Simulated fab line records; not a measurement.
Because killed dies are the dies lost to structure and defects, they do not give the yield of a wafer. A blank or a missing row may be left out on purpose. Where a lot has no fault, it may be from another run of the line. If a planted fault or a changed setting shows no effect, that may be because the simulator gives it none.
Which tool did it? -- flow rit_cmos -- Sampling: 7 lots, 21 wafers, 3 of 202 route steps

== WHAT EACH GAUGE READ, for each wafer ==
RIT_NWELL_TW_MEAS_10.
lot,measured,on,NWELL_TW
L937,day 2 01:52,film_metro-04,2140 2150 2145
L939,day 2 12:25,film_metro-04,2129 2137 2138
L941,day 2 21:59,film_metro-01,2132 2131 2160
L946,day 4 00:43,film_metro-03,2118 2121 2115
L949,day 4 17:26,film_metro-04,2487 2489 2472
L952,day 5 11:06,film_metro-01,2134 2130 2125
L958,day 6 15:25,film_metro-04,2157 2137 2138

== WHAT TOOL EACH LOT RAN ON (gives the tool, then ch and the chambers of the sampled wafers, and finally the start) ==
lot,RIT_ACTIVE_STRIP_14,RIT_NWELL_IMPLANT_08
L937,"plasma_asher-03 ch 0,1, day 1 19:58","implanter-04 ch 0, day 2 01:34"
L939,"plasma_asher-03 ch 0,1, day 2 05:50","implanter-03 ch 0, day 2 12:06"
L941,"plasma_asher-03 ch 0,1, day 2 15:58","implanter-04 ch 0, day 2 21:40"
L946,"plasma_asher-04 ch 0,1, day 3 18:01","implanter-03 ch 0, day 4 00:22"
L949,"plasma_asher-04 ch 0,1, day 4 07:50","implanter-03 ch 0, day 4 17:08"
L952,"plasma_asher-04 ch 0,1, day 5 00:19","implanter-02 ch 0, day 5 10:47"
L958,"plasma_asher-03 ch 0,1, day 6 06:54","implanter-02 ch 0, day 6 15:07"
- RIT_ACTIVE_STRIP_14: strips in O2, time 180 s.
- RIT_NWELL_IMPLANT_08

== THE ANSWER, worked out from the rows above alone ==
Rule: what is usual is taken from the lots themselves. Put in order of their means at a reading, lots are off if they are a third of the lots or fewer, leave a main group of 4 or more, and stand apart from it by a gap of 3 or more times the standard deviation of the main group's means; of several such gaps the widest counts. Not used: any main group whose means are identical at the precision the tables above print for the reading. Also off: a lot with no number at a reading for which 4 or more lots have one. Any other lot the step has rows for is counted as sound.
Off: L949, seen at RIT_NWELL_TW_MEAS_10 (NWELL_TW). The main group: mean 2135, standard deviation 9.4.
A tool fits if, at a process step before that reading, it ran every lot that is off, and no sound lot after the first of them. The gauges at RIT_NWELL_TW_MEAS_10 are tried like those tools. One fits: RIT_NWELL_IMPLANT_08 on implanter-03. A fault onset in the window from L946 (day 4 00:22, its last sound lot) to L949 (day 4 17:08, its first lot off) fits.

== WHAT THE SIMULATOR HAD PUT IN ==
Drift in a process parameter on implanter-03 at RIT_NWELL_IMPLANT_08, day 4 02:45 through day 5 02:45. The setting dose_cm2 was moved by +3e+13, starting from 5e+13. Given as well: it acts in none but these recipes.
Shown lots that were struck: L949. This agrees with what the rule above found.
